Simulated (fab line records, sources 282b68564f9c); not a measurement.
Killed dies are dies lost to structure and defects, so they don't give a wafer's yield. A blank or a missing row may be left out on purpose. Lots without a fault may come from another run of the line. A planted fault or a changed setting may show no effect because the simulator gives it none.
fab line records | flow rit_cmos
record lots=5 wafers=15 last_day=7
route steps=202 shown GATE@77 FOX2@80 M1@202
lots that met no fault: from a run of the same line without faults
start_h: hours from the record's first day to the start of the lot's first wafer shown | wait_h: hours since the lot's step before | " the same as in the row above | L1.1+2: a row that stands for several wafers | - no value, or no start given | * or withheld: withheld | < > ~ a bound
route shown NAME@n: a module of which the file shows steps, and the number in the route of the first | usual: mean/standard deviation of fault-free wafers | same: alike in all rows | chamber/n: place in a boat | sites: the reading at each site | _std_site: their standard deviation | _edge_site: outer sites' mean less inner sites' | radius_mm: how far each site lies from the wafer's centre | mask NAME#n: copy n | behind: the tool/chamber that last shaped the wafer | hold: why the lot was held/for how many hours/how that ended | device: the transistor (n, p or np) that didn't switch | end of line: the same wafers' tests at the end of the route | a step without rows: its recipe alone | killed: dies lost to structure and defects at the first sort, not the wafer's yield | map: a wafer's dies, x killed, . not, _ none there
set.NAME: the setting as run; set.NAME@STEP: as run at that earlier step | model.NAME: the simulator's own value behind a step, which no gauge read
lots at some steps of the route; a table a step, a row a wafer
services: from which hour (start_h, from the record's first day; less than 0 if before it) a tool's chamber was out of use, for how many hours, and why
## steps
# step RIT_GATE_CLEAN_02
# recipe chemistry=dHF dilution=50:1 time_s=30
# step RIT_GATE_CLEAN_03
# recipe chemistry=SC2 mix=3:3:50 time_s=600 temp_c=75 dry=n2_spin
# step RIT_GATE_CLEAN_04
# recipe chemistry=dHF dilution=50:1 time_s=60 dry=n2_spin
# step RIT_FOX2_THK_MEAS_91
# recipe reads=SiO2_of_FOX2_OXIDATION_00
# usual FIELD_OXIDE_LEFT_2_THK=258/5.6
# columns lot.wafer tool chamber start_h wait_h FIELD_OXIDE_LEFT_2_THK[nm]
L176.3 film_metro-03 - 39.04 0.0 268
L176.4 " - " " 266
L176.5 " - " " 271
L180.2 film_metro-04 - 59.35 0.0 253
L180.4 " - " " 254
L180.6 " - " " 262
L189.1 film_metro-03 - 105.61 0.0 259
L189.4 " - " " 256
L189.5 " - " " 260
L196.1 film_metro-03 - 138.81 0.0 263
L196.2 " - " " 257
L196.5 " - " " 259
L197.2 film_metro-04 - 144.03 0.0 255
L197.5 " - " " 265
L197.6 " - " " 270
# step RIT_GATE_OXIDATION_05
# recipe temp_c=900 ambient=O2 target_thk_a=30 ox_time_s=270
# step RIT_GATE_ANNEAL_06
# recipe temp_c=900 time_s=600 ambient=N2O
# step RIT_GATE_THK_MEAS_07
# recipe reads=SiO2_of_GATE_OXIDATION_05
# usual GATE_OXIDE_THK=3.02/0.074
# columns lot.wafer tool chamber start_h wait_h GATE_OXIDE_THK[nm]
L176.3 film_metro-04 - 43.66 0.0 3.00
L176.4 " - " " 3.09
L176.5 " - " " 3.03
L180.2 film_metro-04 - 63.66 0.0 3.03
L180.4 " - " " 3.07
L180.6 " - " " 3.08
L189.1 film_metro-02 - 107.95 0.0 2.99
L189.4 " - " " 2.99
L189.5 " - " " 3.01
L196.1 film_metro-02 - 140.51 0.0 2.92
L196.2 " - " " 3.02
L196.5 " - " " 2.98
L197.2 film_metro-04 - 149.31 0.0 2.99
L197.5 " - " " 2.97
L197.6 " - " " 2.95
# step RIT_GATE_CVD_08
# recipe material=poly-Si target_thk_nm=250 temp_c=610 precursor=SiH4 time_s=2220 pressure_mtorr=300 sih4_flow_sccm=100
# step RIT_GATE_THK_MEAS_09
# recipe reads=poly-Si_of_GATE_CVD_08
# usual GATE_POLY_THK=251.8/2.1
# columns lot.wafer tool chamber start_h wait_h GATE_POLY_THK[nm]
L176.3 film_metro-03 - 45.33 0.0 250.8
L176.4 " - " " 249.5
L176.5 " - " " 248.1
L180.2 film_metro-03 - 65.34 0.0 254.9
L180.4 " - " " 253.2
L180.6 " - " " 251.3
L189.1 film_metro-04 - 109.70 0.0 252.5
L189.4 " - " " 251.7
L189.5 " - " " 251.7
L196.1 film_metro-03 - 142.19 0.0 253.2
L196.2 " - " " 253.0
L196.5 " - " " 253.1
L197.2 film_metro-02 - 150.99 0.0 251.1
L197.5 " - " " 251.4
L197.6 " - " " 253.5
# step RIT_GATE_HMDS_10
# recipe prime_time_s=60 prime_temp_c=140
# step RIT_GATE_COAT_11
# recipe resist=NOVOLAK spin_rpm=4250 resist_thk_nm=850
# step RIT_GATE_SOFTBAKE_12
# recipe resist=NOVOLAK temp_c=90 time_s=60
# step RIT_GATE_EXPOSE_13
# recipe mask_id=M6 na=0.6 source_shape=conventional sigma_outer=0.6 target_cd_nm=150 dose_mj=380
# columns lot.wafer tool chamber start_h wait_h mask
L176.3+4+5 iline_stepper-02 0 45.99 0.2 M6#0
L180.2+4+6 iline_stepper-01 0 65.86 0.1 M6_R1#0
L189.1+4+5 iline_stepper-01 0 110.21 0.1 M6#0
L196.1+2+5 iline_stepper-02 0 142.70 0.1 M6#0
L197.2+5+6 iline_stepper-02 0 151.51 0.1 M6#0
# step RIT_GATE_PEB_14
# recipe resist=NOVOLAK temp_c=withheld time_s=withheld
# step RIT_GATE_DEVELOP_15
# recipe resist=NOVOLAK develop_time_s=50 dev_temp_c=23
# step RIT_GATE_CD_MEAS_16
# recipe target_cd_nm=150
# usual cd_nm=149.3/2.1
# columns lot.wafer tool chamber start_h wait_h cd_nm
L176.3 cd_sem-02 - 46.39 - 144.2
L176.4 " - " " 145.6
L176.5 " - " " 145.9
L180.2 cd_sem-01 - 66.26 - 192.5
L180.4 " - " " 189.9
L180.6 " - " " 192.6
L189.1 cd_sem-02 - 110.61 - 152.5
L189.4 " - " " 148.3
L189.5 " - " " 149.8
L196.1 cd_sem-01 - 143.10 - 147.1
L196.2 " - " " 148.6
L196.5 " - " " 148.8
L197.2 cd_sem-02 - 151.91 - 146.6
L197.5 " - " " 145.3
L197.6 " - " " 145.8
# step RIT_GATE_OVL_MEAS_17
# usual GATE_OVL=1.0/1.4
# columns lot.wafer tool chamber start_h wait_h GATE_OVL[nm]
L176.3 overlay-01 - 46.48 0.1 -0.4
L176.4 " - " " -0.2
L176.5 " - " " -2.1
L180.2 overlay-02 - 66.37 0.1 0.2
L180.4 " - " " 1.0
L180.6 " - " " 2.3
L189.1 overlay-02 - 110.73 0.1 2.8
L189.4 " - " " 2.7
L189.5 " - " " 1.1
L196.1 overlay-01 - 143.22 0.1 1.7
L196.2 " - " " 2.2
L196.5 " - " " 0.9
L197.2 overlay-02 - 152.02 0.1 -1.4
L197.5 " - " " -1.0
L197.6 " - " " 1.4
# step RIT_GATE_HARDBAKE_18
# recipe resist=NOVOLAK temp_c=140 time_s=60
# step RIT_GATE_ETCH_19
# recipe chemistry=SF6/CHF3/O2 time_s=165 SF6_flow_sccm=30 CHF3_flow_sccm=30 O2_flow_sccm=5 target=poly-Si pressure_mtorr=40 rf_w=160 target_depth_a=3125 over_etch_frac=0.25 stop_on=SiO2
# usual drypump_motor_current_A=5.5/0.34 he_backside_leak_sccm=2.76/0.19 oes_product_au=0.851/0.017 rf_fwd_power_W=159.3/0.54 throttle_valve_pct=10.25/0.15
# columns lot.wafer tool chamber start_h wait_h drypump_motor_current_A he_backside_leak_sccm oes_product_au rf_fwd_power_W rf_hours_counter_h throttle_valve_pct model.GATE.cd_nm
L176.3 rie_si-02 1 46.66 0.1 5.8 2.90 0.869 159.5 101 10.31 144.3
L176.4 " 0 " " 5.2 3.09 0.846 158.7 65 10.46 145.8
L176.5 " 1 " " 5.8 2.95 0.863 159.6 - 10.30 145.8
L180.2 rie_si-02 3 66.55 0.1 5.6 2.79 0.845 159.9 37 10.27 192.4
L180.4 " 1 " " 5.8 2.87 0.874 159.2 101 10.28 189.8
L180.6 " 3 " " 5.5 2.69 0.838 159.7 - 10.27 192.1
L189.1 rie_si-02 3 110.93 0.1 5.6 2.32 0.844 159.3 37 10.27 152.2
L189.4 " 2 " " 5.2 2.64 0.877 158.8 2 10.17 148.4
L189.5 " 0 " " 5.2 3.04 0.850 159.1 - 10.46 149.8
L196.1 rie_si-01 0 143.41 0.1 5.2 2.52 0.850 159.7 3 10.32 146.5
L196.2 " 2 " " 5.8 2.75 0.826 158.9 62 9.94 148.2
L196.5 " 1 " " 5.0 2.59 0.857 158.7 - 10.41 148.7
L197.2 rie_si-02 0 152.20 0.1 5.2 2.99 0.847 159.0 65 10.45 146.5
L197.5 " 1 " " 5.8 3.15 0.869 159.9 - 10.30 145.3
L197.6 " 2 " " 5.2 2.54 0.885 159.7 - 10.17 146
# step RIT_GATE_STRIP_20
# recipe chemistry=O2 time_s=180 resist=NOVOLAK platen_temp_c=withheld power_w=500 pressure_mtorr=4000 o2_flow_sccm=4000
# usual drypump_motor_current_A=5.7/0.38
# columns lot.wafer tool chamber start_h wait_h drypump_motor_current_A rf_hours_counter_h
L176.3 plasma_asher-04 0 46.82 0.1 5.5 -
L176.4 " 1 " " 6.5 -
L176.5 " 0 " " 5.5 -
L180.2 plasma_asher-04 0 66.65 0.1 5.4 43
L180.4 " 1 " " 6.5 -
L180.6 " 1 " " 6.5 -
L189.1 plasma_asher-03 1 111.04 0.1 5.4 31
L189.4 " 1 " " 5.4 -
L189.5 " 0 " " 5.5 -
L196.1 plasma_asher-01 1 143.51 0.1 5.4 52
L196.2 " 0 " " 5.9 52
L196.5 " 1 " " 5.4 -
L197.2 plasma_asher-01 1 152.30 0.1 5.4 53
L197.5 " 0 " " 5.9 -
L197.6 " 1 " " 5.4 -
# step RIT_M1_PROBE_99
# usual killed_at_front_end=6.8/2.7 killed_dies=6.8/2.7 killed_on_rim=1.7/1.2 killed_open=3.4/1.8 killed_short=3.5/1.7
# same gross_dies=264 killed_at_M0_to_M3=0 killed_at_M4_up=0 killed_at_back_side=0 killed_at_contacts=0 killed_at_other=0
# columns lot.wafer tool chamber start_h wait_h killed_at_front_end killed_dies killed_on_rim killed_open killed_short
L176.3 prober-02 - 69.13 0.2 9 9 0 5 4
L176.4 prober-02 - 69.18 0.2 7 7 3 4 3
L176.5 prober-02 - 69.23 0.2 8 8 4 3 5
L180.2 prober-02 - 86.59 0.1 263 263 70 1 2
L180.4 prober-02 - 86.69 0.2 264 264 70 3 1
L180.6 prober-02 - 86.79 0.2 264 264 70 2 1
L189.1 prober-01 - 132.10 0.1 6 6 2 3 3
L189.4 prober-01 - 132.25 0.2 5 5 1 3 2
L189.5 prober-01 - 132.30 0.2 11 11 3 5 6
L196.1 prober-02 - 165.93 0.1 8 8 1 4 4
L196.2 prober-02 - 165.98 0.1 7 7 1 1 6
L196.5 prober-02 - 166.13 0.2 3 3 1 2 1
L197.2 prober-01 - 172.51 0.1 8 8 2 4 4
L197.5 prober-01 - 172.66 0.2 11 11 3 5 6
L197.6 prober-01 - 172.71 0.2 12 12 3 8 4
# killed by level:class
L176.3 GATE:geometric_particle:short=2 SPACER:geometric_particle:open=2 SILICIDE:geometric_particle:short=2 FOX2:geometric_particle:open=1 GATE:geometric_particle:open=1 REOX:geometric_particle:open=1
L176.4 SILICIDE:geometric_particle:short=2 FOX1:geometric_particle:short=1 FOX1:geometric_particle:open=1 GATE:geometric_particle:open=1 REOX:geometric_particle:open=1 SPACER:geometric_particle:open=1
L176.5 FOX1:geometric_particle:short=3 GATE:geometric_particle:short=2 FOX1:geometric_particle:open=1 GATE:geometric_particle:open=1 SPACER:geometric_particle:open=1
L180.2 GATE:area_expose=260 FOX1:geometric_particle:open=1 REOX:geometric_particle:short=1 SILICIDE:geometric_particle:short=1
L180.4 GATE:area_expose=260 FOX2:geometric_particle:short=1 FOX2:geometric_particle:open=1 GATE:geometric_particle:open=1 SILICIDE:geometric_particle:open=1
L180.6 GATE:area_expose=261 FOX1:geometric_particle:open=1 GATE:geometric_particle:short=1 GATE:geometric_particle:open=1
L189.1 GATE:geometric_particle:short=2 GATE:geometric_particle:open=2 FOX2:geometric_particle:short=1 REOX:geometric_particle:open=1
L189.4 FOX1:geometric_particle:open=1 FOX2:geometric_particle:open=1 GATE:geometric_particle:short=1 REOX:geometric_particle:open=1 SPACER:geometric_particle:short=1
L189.5 FOX2:geometric_particle:short=2 GATE:geometric_particle:open=2 REOX:geometric_particle:open=2 SPACER:geometric_particle:short=2 GATE:geometric_particle:short=1 SPACER:geometric_particle:open=1 SILICIDE:geometric_particle:short=1
L196.1 GATE:geometric_particle:open=3 REOX:geometric_particle:short=2 FOX1:geometric_particle:short=1 SILICIDE:geometric_particle:short=1 SILICIDE:geometric_particle:open=1
L196.2 FOX2:geometric_particle:short=4 GATE:geometric_particle:short=1 SILICIDE:geometric_particle:short=1 SILICIDE:geometric_particle:open=1
L196.5 REOX:geometric_particle:open=2 REOX:geometric_particle:short=1
L197.2 GATE:geometric_particle:open=3 GATE:geometric_particle:short=2 SILICIDE:geometric_particle:short=2 FOX1:geometric_particle:open=1
L197.5 GATE:geometric_particle:open=3 FOX1:geometric_particle:short=2 FOX1:geometric_particle:open=2 REOX:geometric_particle:short=2 FOX2:geometric_particle:short=1 GATE:geometric_particle:short=1
L197.6 GATE:geometric_particle:open=3 SPACER:geometric_particle:open=3 FOX2:geometric_particle:open=2 GATE:geometric_particle:short=2 FOX2:geometric_particle:short=1 SPACER:geometric_particle:short=1
# map L180.4 (x killed, . not)
________xxxxxxx_______
_____xxxxxxxxxxxxx____
____xxxxxxxxxxxxxxx___
___xxxxxxxxxxxxxxxxx__
__xxxxxxxxxxxxxxxxxxx_
__xxxxxxxxxxxxxxxxxxx_
_xxxxxxxxxxxxxxxxxxxxx
_xxxxxxxxxxxxxxxxxxxxx
_xxxxxxxxxxxxxxxxxxxxx
_xxxxxxxxxxxxxxxxxxxxx
__xxxxxxxxxxxxxxxxxxx_
__xxxxxxxxxxxxxxxxxxx_
___xxxxxxxxxxxxxxxxx__
____xxxxxxxxxxxxxxx___
_____xxxxxxxxxxxxx____
________xxxxxxx_______
# map L189.5 (x killed, . not)
________.x....._______
_____..x........x.____
____......x........___
___.................__
__..................._
__...........x......._
_.....................
_.............x.......
_..........x..........
_.....x...............
__..........x........_
__...x..............._
___.................__
____....x..........___
_____.............____
________......._______
## services
# columns tool chamber start_h hours kind
iline_stepper-02 - 36.19 1.7 pm
iline_stepper-01 - 47.06 4.2 repair
plasma_asher-04 - 78.79 21.3 repair
rie_si-02 - 100.68 10.0 pm
plasma_asher-04 - 108.75 9.0 pm
plasma_asher-04 0 108.75 9.0 vent_cycle
plasma_asher-04 1 108.75 9.0 vent_cycle
plasma_asher-04 0 117.75 - clean
plasma_asher-04 1 117.75 - clean
iline_stepper-01 - 137.83 1.7 pm
iline_stepper-01 - 149.55 10.1 repair
## key
first_sign step=RIT_GATE_EXPOSE_13 reading=mask direction=changed
effect step=RIT_GATE_CD_MEAS_16 reading=cd_nm direction=up sigmas=20 usual=149.3 struck=191.7
effect step=RIT_M1_PROBE_99 reading=killed_at_front_end direction=up sigmas=94 usual=6.8 struck=263.7
model_effect step=RIT_GATE_ETCH_19 value=GATE.cd_nm without=146.4 struck=191.4
more_kills_born_at RIT_GATE_EXPOSE_13@iline_stepper-01=781
met_at RIT_GATE_EXPOSE_13
struck_wafers L180.2,L180.4,L180.6
later_rows_left_out L180.2,L180.4,L180.6
tester_left_out L180
fault kind=wrong_mask tool=any chamber=- onset_h=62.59 steps=RIT_GATE_EXPOSE_13 aux_copy=M6_R1#0 cd_offset_nm=45 scope=struck_lots_only
# tester_left_out: of these lots the tester's yield and bins aren't shown, on N5 and GAA mostly nor the transistor test; their killed dies are dies lost to structure and defects alone, not to doping, threshold or leakage, so they don't give the yield
# later_rows_left_out: the simulator's readings of these wafers behind a module that went badly wrong aren't trusted and aren't shown, but for the sort
